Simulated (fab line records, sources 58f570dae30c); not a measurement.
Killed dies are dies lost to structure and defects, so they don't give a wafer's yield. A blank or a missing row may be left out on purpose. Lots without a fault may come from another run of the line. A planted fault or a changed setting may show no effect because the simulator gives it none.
A struck lot beside a sound one | flow berkeley_cmos170 | 14 steps out of a route of 331
Sound: wafers L379.3, L379.4, L379.6. Struck: wafers L372.2, L372.3, L372.6. The cause comes at the end.
At each step with rows: each side's tool, then ch and its chambers, then its first start. Under that, the readings that differ: sound wafers | struck wafers | difference of the means | sigmas: that difference in standard deviations of wafers without a fault.
alike: readings whose means differ by less than 2 such deviations, and words and numbers that are the same on both sides. not compared: withheld readings, readings that some wafer has no value for, bounds like >300 that may hide the same value, and numbers for which the record gives no deviation and whose values overlap.
The two part at a step that has a row with sigmas, a row that says differs or no value, or rows on one side only. Numbers that don't overlap but have no deviation are shown without sigmas and don't part them. A reading that every wafer of one side lacks parts them only if that side has two wafers or more.

UCB170_CONTACT_ETCH_17: etches BARC in N2/H2.
  sound on rie_diel-04 ch 1,2, day 10 15:13; struck on rie_diel-04 ch 0,1,2, day 8 21:58
  alike: drypump_motor_current_A, oes_product_au, rf_fwd_power_W, throttle_valve_pct
UCB170_CONTACT_ETCH_18: etches PSG in CHF3/CF4/Ar, stops on TiSi2, target depth 840 nm, time 195 s.
  sound on rie_diel-04 ch 1,2; struck on rie_diel-04 ch 0,1,2
  alike: drypump_motor_current_A, oes_product_au, rf_fwd_power_W, throttle_valve_pct
  not compared: rf_hours_counter_h
UCB170_CONTACT_STRIP_19: strips in O2.
  sound on plasma_asher-02 ch 0,1, day 10 15:25; struck on plasma_asher-04 ch 0,1, day 8 22:08
  alike: drypump_motor_current_A, oes_product_au
  not compared: rf_hours_counter_h
UCB170_CONTACT_CD_MEAS_90: target cd 700 nm.
  sound on cd_sem-02, day 10 15:31; struck on cd_sem-01, day 8 22:16
  alike: cd_nm
then, 1 step without rows for these wafers: UCB170_CONTACT_CLEAN_20 (cleans in SPM, time 600 s).
UCB170_M1_SPUTTER_00: material Al, target thk 600 nm, time 80 s.
  sound on pvd_sputter-03, day 10 15:46; struck on pvd_sputter-03, day 8 22:33
  alike: throttle_valve_pct
UCB170_M1_RS_MEAS_01: measures by four-point-probe.
  sound on film_metro-01, day 10 15:52; struck on film_metro-02, day 8 22:38
  alike: M1_AL_RS
UCB170_M1_THK_MEAS_02: measures by xrf.
  sound on film_metro-01, day 10 15:58; struck on film_metro-02, day 8 22:44
  alike: M1_AL_THK
then, 4 steps without rows for these wafers: UCB170_M1_COAT_03; UCB170_M1_COAT_04 (resist thk 900 nm); UCB170_M1_SOFTBAKE_05 (time 60 s); UCB170_M1_EXPOSE_06 (exposes mask METAL1, target cd 700 nm).
UCB170_M1_PEB_07:
  sound on litho_track-02 ch 0, day 10 16:46; struck on litho_track-01, day 9 00:51
  no value came back on the struck wafers for chill_plate_temp_C (C), exhaust_pa (Pa); on the sound wafers chill_plate_temp_C (C) reads 23.09 22.93 23.00
then, 1 step without rows for these wafers: UCB170_M1_DEVELOP_08 (develop time 45 s).

WHERE THEY PART
Only at UCB170_M1_PEB_07, within this record.

WHY: what the simulator had put in
Skipped step whole: litho_track-01, from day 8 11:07 on, at UCB170_M1_PEB_07. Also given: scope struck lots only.
